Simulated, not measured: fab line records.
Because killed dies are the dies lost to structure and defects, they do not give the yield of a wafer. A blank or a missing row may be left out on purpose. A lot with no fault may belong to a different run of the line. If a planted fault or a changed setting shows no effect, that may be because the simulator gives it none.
Which tool was responsible? + flow berkeley cmos170 + 11 lots with 33 wafers sampled at 3 steps, on a route of 331 steps

## WHAT THE GAUGES SHOWED, per wafer
UCB170_SACOX_THK_MEAS_02.
| lot  | measured    | on            | SACOX_OXIDE_THK (nm) |
|------|-------------|---------------|----------------------|
| L365 | day 6 06:49 | film metro-01 | 14.8 14.7 14.7       |
| L370 | day 6 17:35 | film metro-01 | 15.0 15.1 15.2       |
| L367 | day 6 17:39 | film metro-02 | 14.7 14.9 14.8       |
| L368 | day 6 17:36 | film metro-02 | 14.5 14.4 14.6       |
| L366 | day 6 17:35 | film metro-04 | 14.5 14.5 14.4       |
| L369 | day 6 17:40 | film metro-01 | 14.2 14.3 14.5       |
| L371 | day 7 03:51 | film metro-01 | 13.9 14.1 13.9       |
| L372 | day 7 03:50 | film metro-04 | 14.7 14.6 14.4       |
| L373 | day 7 03:50 | film metro-02 | 14.4 14.4 14.6       |
| L374 | day 8 00:56 | film metro-04 | 14.6 14.8 14.7       |
| L375 | day 8 05:58 | film metro-04 | 14.1 14.0 14.0       |

## EACH LOT AND THE TOOL THAT RAN IT (in order: tool; ch and the chambers of the sampled wafers; start)
| lot  | UCB170_ACTIVE_ETCH_15             | UCB170_PFIELD_STRIP_08              |
|------|-----------------------------------|-------------------------------------|
| L365 | rie diel-02 ch 0,1,2, day 5 08:29 | plasma asher-01 ch 0,1, day 5 10:01 |
| L370 | rie diel-04 ch 1,2,3, day 5 15:56 | plasma asher-04 ch 0,1, day 5 18:32 |
| L367 | rie diel-03 ch 0,2, day 5 16:11   | plasma asher-01 ch 0, day 5 18:49   |
| L368 | rie diel-02 ch 0,1,3, day 5 16:18 | plasma asher-04 ch 0,1, day 5 19:05 |
| L366 | rie diel-04 ch 1,2,3, day 5 16:25 | plasma asher-01 ch 1, day 5 19:14   |
| L369 | rie diel-03 ch 1,2,3, day 5 16:40 | plasma asher-04 ch 0, day 5 19:25   |
| L371 | rie diel-03 ch 0,1,2, day 5 23:43 | plasma asher-01 ch 0,1, day 6 04:17 |
| L372 | rie diel-02 ch 0,2,3, day 5 23:59 | plasma asher-03 ch 0,1, day 6 04:17 |
| L373 | rie diel-03 ch 0,1,2, day 6 00:13 | plasma asher-04 ch 0,1, day 6 04:43 |
| L374 | rie diel-03 ch 0,1, day 6 21:56   | plasma asher-01 ch 0,1, day 7 00:18 |
| L375 | rie diel-03 ch 0,2,3, day 7 05:11 | plasma asher-04 ch 0,1, day 7 07:38 |
- UCB170_ACTIVE_ETCH_15: etches Si3N4 in CH3F/Ar/O2, stops on SiO2, target depth 242 nm, time 151 s.
- UCB170_PFIELD_STRIP_08: strips in O2.

## THE ANSWER, worked out from the rows above alone
Rule: what is usual is taken from the lots themselves. Put in order of their means at a reading, lots are off if they are a third of the lots or fewer, leave a main group of 4 or more, and stand apart from it by a gap of 3 or more times the standard deviation of the main group's means; of several such gaps the widest counts. A main group whose means are all the same, to the digits that the tables above print for the reading, isn't used. A lot without any number at a reading at which 4 lots or more have one is off too. Where the step has rows for the other lots, those lots are counted as sound.
Nothing can be told from this: no lot is off at any reading shown.

## WHAT THE SIMULATOR HAD PUT IN
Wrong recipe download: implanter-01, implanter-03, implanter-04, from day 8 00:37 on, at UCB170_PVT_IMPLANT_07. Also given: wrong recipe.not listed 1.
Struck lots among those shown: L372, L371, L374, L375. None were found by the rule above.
